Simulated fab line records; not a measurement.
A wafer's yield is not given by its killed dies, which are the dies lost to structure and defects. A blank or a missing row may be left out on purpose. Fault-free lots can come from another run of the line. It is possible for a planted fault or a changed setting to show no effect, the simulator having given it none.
Chamber matching | flow berkeleyCmos170 | UCB170_SPACER_ETCHBACK_03 on rieDiel-01: 4 sister chambers
The step etches SiO2 in CHF3/CF4/Ar, stops on Si, target depth 376 nm, time 100 s. 14 wafers are shown with their chamber, then 7 later ones without.

## WAFERS WITH THEIR CHAMBER
wafer  | chamber | drypumpMotorCurrentA (A) | throttleValvePct (%) | oesProductAu (a.u.)
L676.2 | 3       | 5.3                      | 6.58                 | 0.882
L676.4 | 0       | 6.3                      | 6.49                 | 0.885
L676.6 | 1       | 4.7                      | 6.25                 | 0.899
L682.2 | 3       | 5.3                      | 6.56                 | 0.888
L682.4 | 1       | 4.7                      | 6.22                 | 0.899
L682.5 | 3       | 5.3                      | 6.56                 | 0.896
L691.1 | 2       | 6.4                      | 6.51                 | 0.893
L691.2 | 0       | 6.3                      | 6.49                 | 0.868
L691.4 | 3       | 5.4                      | 6.57                 | 0.870
L692.2 | 3       | 5.3                      | 6.56                 | 0.873
L692.3 | 0       | 6.3                      | 6.50                 | 0.886
L692.5 | 0       | 6.3                      | 6.49                 | 0.888
L695.1 | 0       | 6.3                      | 6.51                 | 0.876
L695.4 | 1       | 4.7                      | 6.24                 | 0.898

SIGNATURES (averages over the wafers above)
reading              | chamber 0 | chamber 1 | chamber 2 | chamber 3 | scatter within a chamber
drypumpMotorCurrentA | 6.300     | 4.700     | 6.400     | 5.320     | 0.0283
throttleValvePct     | 6.4960    | 6.2367    | 6.5100    | 6.5660    | 0.0105
oesProductAu         | 0.88060   | 0.89867   | 0.89300   | 0.88180   | 0.00861
Rule: a wafer's distance from a chamber is the root of the sum, over the readings, of the square of ((its reading less the chamber's mean) divided by the reading's scatter). If the next closest chamber is less than 2 further off than the closest, the wafer can't be placed; otherwise it belongs to the closest. The scatter: the root of (the sum of the squares of (reading less its chamber's mean) over the shown wafers, divided by (wafers less chambers)).

## WAFERS WITHOUT THEIR CHAMBER
wafer  | drypumpMotorCurrentA (A) | throttleValvePct (%) | oesProductAu (a.u.)
L695.6 | 5.3                      | 6.57                 | 0.892
L697.2 | 6.4                      | 6.51                 | 0.915
L697.5 | 4.7                      | 6.23                 | 0.891
L697.6 | 5.3                      | 6.56                 | 0.886
L698.1 | 4.7                      | 6.24                 | 0.886
L698.2 | 5.4                      | 6.57                 | 0.891
L698.6 | 5.4                      | 6.57                 | 0.893

## WHICH CHAMBER EACH ONE RAN IN
wafer  | from the rows above | in truth
L695.6 | 3                   | 3
L697.2 | 2                   | 2
L697.5 | 1                   | 1
L697.6 | 3                   | 3
L698.1 | 1                   | 1
L698.2 | 3                   | 3
L698.6 | 3                   | 3
Correct placement for 7 of the 7. Number that these rows cannot place: 0. Placed wrongly: 0.
